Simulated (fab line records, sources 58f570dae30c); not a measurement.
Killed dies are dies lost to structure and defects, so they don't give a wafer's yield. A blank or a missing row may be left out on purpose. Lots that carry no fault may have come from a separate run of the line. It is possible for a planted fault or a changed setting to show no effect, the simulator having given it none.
Matching of chambers + flow berkeley-cmos170 + rie-diel-01 running UCB170_NWELL_ETCH_13: 4 sister chambers
The step etches Si3N4 in CH3F/Ar/O2, stops on SiO2, target depth 246.4 nm, time 154 s. 16 wafers are shown with their chamber, then 8 later ones without.

WAFERS WITH THEIR CHAMBER
| wafer  | chamber | throttle-valve-pct (%) | drypump-motor-current-A (A) | oes-product-au (a.u.) |
|--------|---------|------------------------|-----------------------------|-----------------------|
| L290.1 | 1       | 8.15                   | 6.3                         | 0.938                 |
| L290.3 | 1       | 8.13                   | 6.3                         | 0.946                 |
| L290.6 | 3       | 8.09                   | 6.1                         | 0.961                 |
| L293.1 | 2       | 8.26                   | 5.9                         | 0.945                 |
| L293.2 | 1       | 8.13                   | 6.3                         | 0.944                 |
| L293.3 | 3       | 8.08                   | 6.1                         | 0.964                 |
| L294.4 | 3       | 8.07                   | 6.1                         | 0.965                 |
| L294.5 | 2       | 8.24                   | 6.0                         | 0.932                 |
| L294.6 | 1       | 8.12                   | 6.3                         | 0.929                 |
| L298.2 | 3       | 8.07                   | 6.1                         | 0.969                 |
| L298.4 | 0       | 8.08                   | 6.0                         | 0.941                 |
| L298.5 | 2       | 8.24                   | 6.0                         | 0.933                 |
| L303.1 | 3       | 8.07                   | 6.1                         | 0.965                 |
| L303.3 | 2       | 8.23                   | 5.9                         | 0.944                 |
| L303.5 | 0       | 8.08                   | 6.1                         | 0.945                 |
| L309.1 | 1       | 8.13                   | 6.3                         | 0.934                 |

SIGNATURES (averages over the wafers above)
| reading                 | chamber 0 | chamber 1 | chamber 2 | chamber 3 | scatter within a chamber |
|-------------------------|-----------|-----------|-----------|-----------|--------------------------|
| throttle-valve-pct      | 8.0800    | 8.1320    | 8.2425    | 8.0760    | 0.0103                   |
| drypump-motor-current-A | 6.050     | 6.300     | 5.950     | 6.100     | 0.0354                   |
| oes-product-au          | 0.94300   | 0.93820   | 0.93850   | 0.96480   | 0.00565                  |
Rule: distance of a wafer from a chamber = root of the sum over the readings of ((wafer's reading minus chamber's mean) / reading's scatter) squared. If the next closest chamber is less than 2 further off than the closest, the wafer can't be placed; otherwise it belongs to the closest. How the scatter is found: for the shown wafers, subtract from each reading the mean of its chamber, square and add these, divide the total by (wafers less chambers), then take the root.

WAFERS WITHOUT THEIR CHAMBER
| wafer  | throttle-valve-pct (%) | drypump-motor-current-A (A) | oes-product-au (a.u.) |
|--------|------------------------|-----------------------------|-----------------------|
| L309.4 | 8.09                   | 6.0                         | 0.935                 |
| L309.5 | 8.08                   | 6.1                         | 0.952                 |
| L311.2 | 8.24                   | 5.9                         | 0.931                 |
| L311.3 | 8.08                   | 6.1                         | 0.972                 |
| L311.4 | 8.09                   | 6.1                         | 0.960                 |
| L313.2 | 8.08                   | 6.1                         | 0.968                 |
| L313.4 | 8.12                   | 6.4                         | 0.950                 |
| L313.5 | 8.08                   | 6.0                         | 0.952                 |

EACH ONE'S CHAMBER
| wafer  | from the rows above     | in truth |
|--------|-------------------------|----------|
| L309.4 | 0                       | 0        |
| L309.5 | can't be placed: 0 or 3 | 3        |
| L311.2 | 2                       | 2        |
| L311.3 | 3                       | 3        |
| L311.4 | can't be placed: 3 or 0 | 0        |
| L313.2 | 3                       | 3        |
| L313.4 | 1                       | 1        |
| L313.5 | can't be placed: 0 or 3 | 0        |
Correctly placed: 5 of 8. Cannot be placed on the basis of these rows: 3; the candidates contain the true chamber in 3. Wrongly placed: 0.
